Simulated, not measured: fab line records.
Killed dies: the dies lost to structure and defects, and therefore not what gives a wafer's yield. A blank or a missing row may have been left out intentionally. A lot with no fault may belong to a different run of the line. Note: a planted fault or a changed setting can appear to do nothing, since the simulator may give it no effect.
Which tool was responsible? | flow berkeley-cmos170 | 42 wafers from 14 lots sampled at 4 of the route's 331 steps

## WHAT THE GAUGES READ, wafer by wafer
UCB170_SDANNEAL_RS_MEAS_02: a four-point-probe measurement.
lot  | measured     | on            | PSD_RS (ohm/sq)
L511 | day 7 18:44  | film-metro-04 | 75.6 75.4 75.4
L510 | day 7 18:52  | film-metro-01 | 75.3 75.6 75.4
L513 | day 7 19:28  | film-metro-01 | 75.1 75.2 75.1
L512 | day 7 19:37  | film-metro-03 | 75.3 75.5 75.5
L516 | day 8 22:57  | film-metro-03 | 73.9 73.9 73.7
L515 | day 8 23:50  | film-metro-01 | 73.6 73.7 73.8
L526 | day 10 13:11 | film-metro-03 | 75.9 75.5 75.4
L527 | day 11 06:36 | film-metro-04 | 74.8 75.1 74.9
L528 | day 11 07:14 | film-metro-04 | 75.7 75.8 75.9
L529 | day 11 07:36 | film-metro-03 | 75.5 75.5 75.4
L531 | day 11 17:53 | film-metro-03 | 75.3 75.5 75.6
L530 | day 11 18:28 | film-metro-04 | 75.9 75.7 75.8
L533 | day 12 07:59 | film-metro-01 | 75.3 75.4 75.6
L532 | day 12 08:17 | film-metro-04 | 76.1 76.5 76.3

UCB170_SDANNEAL_RS_MEAS_03: a four-point-probe measurement.
lot  | measured     | on            | NSD_RS (ohm/sq)
L511 | day 7 18:52  | film-metro-04 | 37.27 37.32 37.36
L510 | day 7 18:59  | film-metro-01 | 37.20 37.18 37.25
L513 | day 7 19:35  | film-metro-01 | 37.12 37.14 37.31
L512 | day 7 19:44  | film-metro-03 | 37.30 37.28 37.34
L516 | day 8 23:04  | film-metro-03 | 37.00 36.94 37.08
L515 | day 8 23:58  | film-metro-01 | 36.99 36.92 36.97
L526 | day 10 13:19 | film-metro-03 | 37.44 37.33 37.30
L527 | day 11 06:43 | film-metro-04 | 37.20 37.24 37.17
L528 | day 11 07:21 | film-metro-04 | 37.28 37.38 37.28
L529 | day 11 07:43 | film-metro-03 | 37.18 37.17 37.27
L531 | day 11 18:01 | film-metro-03 | 37.33 37.26 37.24
L530 | day 11 18:35 | film-metro-04 | 37.30 37.39 37.46
L533 | day 12 08:06 | film-metro-01 | 37.21 37.15 37.28
L532 | day 12 08:25 | film-metro-04 | 37.32 37.39 37.31

## TOOL THAT RAN EACH LOT (tool first, then ch and the chambers of the sampled wafers, then the start)
lot  | UCB170_BACKSIDE_STRIP_03             | UCB170_SDANNEAL_RTA_01
L511 | plasma-asher-01 ch 0,1, day 7 17:59  | rtp-anneal-01 ch 0, day 7 18:40
L510 | plasma-asher-03 ch 1, day 7 18:04    | rtp-anneal-02 ch 0, day 7 18:45
L513 | plasma-asher-03 ch 0,1, day 7 18:26  | rtp-anneal-01 ch 0, day 7 19:25
L512 | plasma-asher-03 ch 0,1, day 7 18:53  | rtp-anneal-02 ch 0, day 7 19:30
L516 | plasma-asher-02 ch 0,1, day 8 22:10  | rtp-anneal-01 ch 0, day 8 22:53
L515 | plasma-asher-01 ch 0,1, day 8 23:20  | rtp-anneal-01 ch 0, day 8 23:47
L526 | plasma-asher-03 ch 0,1, day 10 12:47 | rtp-anneal-02 ch 0, day 10 13:08
L527 | plasma-asher-02 ch 0,1, day 11 06:03 | rtp-anneal-01 ch 0, day 11 06:31
L528 | plasma-asher-03 ch 0,1, day 11 06:41 | rtp-anneal-02 ch 0, day 11 07:07
L529 | plasma-asher-01 ch 0,1, day 11 07:04 | rtp-anneal-02 ch 0, day 11 07:29
L531 | plasma-asher-02 ch 0,1, day 11 17:29 | rtp-anneal-02 ch 0, day 11 17:50
L530 | plasma-asher-03 ch 0,1, day 11 17:56 | rtp-anneal-01 ch 0, day 11 18:22
L533 | plasma-asher-01 ch 0,1, day 12 07:35 | rtp-anneal-02 ch 0, day 12 07:55
L532 | plasma-asher-03 ch 0,1, day 12 07:51 | rtp-anneal-01 ch 0, day 12 08:12
- UCB170_BACKSIDE_STRIP_03: strips in O2.
- UCB170_SDANNEAL_RTA_01: time 5 s.

## AS READ BY THE TOOLS THEMSELVES (means over the sampled wafers that have a number; for cases with no such wafer, the mark the record gives instead)
UCB170_BACKSIDE_STRIP_03.
lot  | tool            | drypump-motor-current-A (A) | oes-product-au (a.u.) | strip-time-to-endpoint-s (s)
L511 | plasma-asher-01 | 5.0                         | 0.733                 | 21.97
L510 | plasma-asher-03 | 6.1                         | 0.739                 | 22.02
L513 | plasma-asher-03 | 5.4                         | 0.732                 | 21.97
L512 | plasma-asher-03 | 5.4                         | 0.733                 | 22.02
L516 | plasma-asher-02 | 5.6                         | 0.733                 | 21.95
L515 | plasma-asher-01 | 5.3                         | 0.731                 | 21.93
L526 | plasma-asher-03 | 5.4                         | 0.737                 | 21.98
L527 | plasma-asher-02 | 5.3                         | 0.738                 | 22.00
L528 | plasma-asher-03 | 5.7                         | 0.738                 | 22.05
L529 | plasma-asher-01 | 5.3                         | 0.739                 | 21.82
L531 | plasma-asher-02 | 5.6                         | 0.736                 | 21.96
L530 | plasma-asher-03 | 5.4                         | 0.736                 | 21.96
L533 | plasma-asher-01 | 5.0                         | 0.733                 | 22.05
L532 | plasma-asher-03 | 5.4                         | 0.733                 | 21.98

UCB170_SDANNEAL_RTA_01.
lot  | tool          | anneal-temp-c-max | lamp-power-pct (%) | wafer_temp_C_max
L511 | rtp-anneal-01 | 1053.7            | 33.8               | 1058.2
L510 | rtp-anneal-02 | 1058.8            | 39.3               | 1058.3
L513 | rtp-anneal-01 | 1053.9            | 33.8               | 1056.1
L512 | rtp-anneal-02 | 1057.1            | 39.3               | 1058.3
L516 | rtp-anneal-01 | 1054.0            | 33.8               | 1055.1
L515 | rtp-anneal-01 | 1054.5            | 33.8               | 1056.4
L526 | rtp-anneal-02 | 1058.4            | 39.3               | 1057.8
L527 | rtp-anneal-01 | 1055.0            | 33.8               | 1056.0
L528 | rtp-anneal-02 | 1057.1            | 39.3               | 1057.7
L529 | rtp-anneal-02 | 1058.7            | 39.3               | 1057.7
L531 | rtp-anneal-02 | 1057.6            | 39.3               | 1059.5
L530 | rtp-anneal-01 | 1054.7            | 33.8               | 1057.6
L533 | rtp-anneal-02 | 1058.2            | 39.3               | 1059.4
L532 | rtp-anneal-01 | 1054.3            | 33.9               | 1056.3

## THE ANSWER, worked out from the rows above alone
Rule: the lots themselves supply what counts as usual. The widest of any qualifying gaps counts: lots, ordered by their means at a reading, are off when they make up no more than a third of the lots, leave a main group of 4 or more, and stand apart from it by 3 or more times the standard deviation of that group's means. Not used: any main group whose means are identical at the precision the tables above print for the reading. A lot without any number at a reading at which 4 lots or more have one is off too. Any other lot the step has rows for is counted as sound. Order of review: gauges by route order, followed by the tools' own readings, for which a lot's mean as printed above is used. At the first step where some lot is off, the reading lying furthest off is the one used; lots without a number count as furthest.
Off: L516, L515, seen at UCB170_SDANNEAL_RS_MEAS_02 (PSD_RS). Mean 75.5 ohm/sq and standard deviation 0.33 in the main group.
If a tool, at a process step before that reading, ran all the lots that are off and no sound lot after the first of them, it fits. The gauges at UCB170_SDANNEAL_RS_MEAS_02 are tried like those tools. None of those tried fits.

## WHAT HAD BEEN PUT IN BY THE SIMULATOR
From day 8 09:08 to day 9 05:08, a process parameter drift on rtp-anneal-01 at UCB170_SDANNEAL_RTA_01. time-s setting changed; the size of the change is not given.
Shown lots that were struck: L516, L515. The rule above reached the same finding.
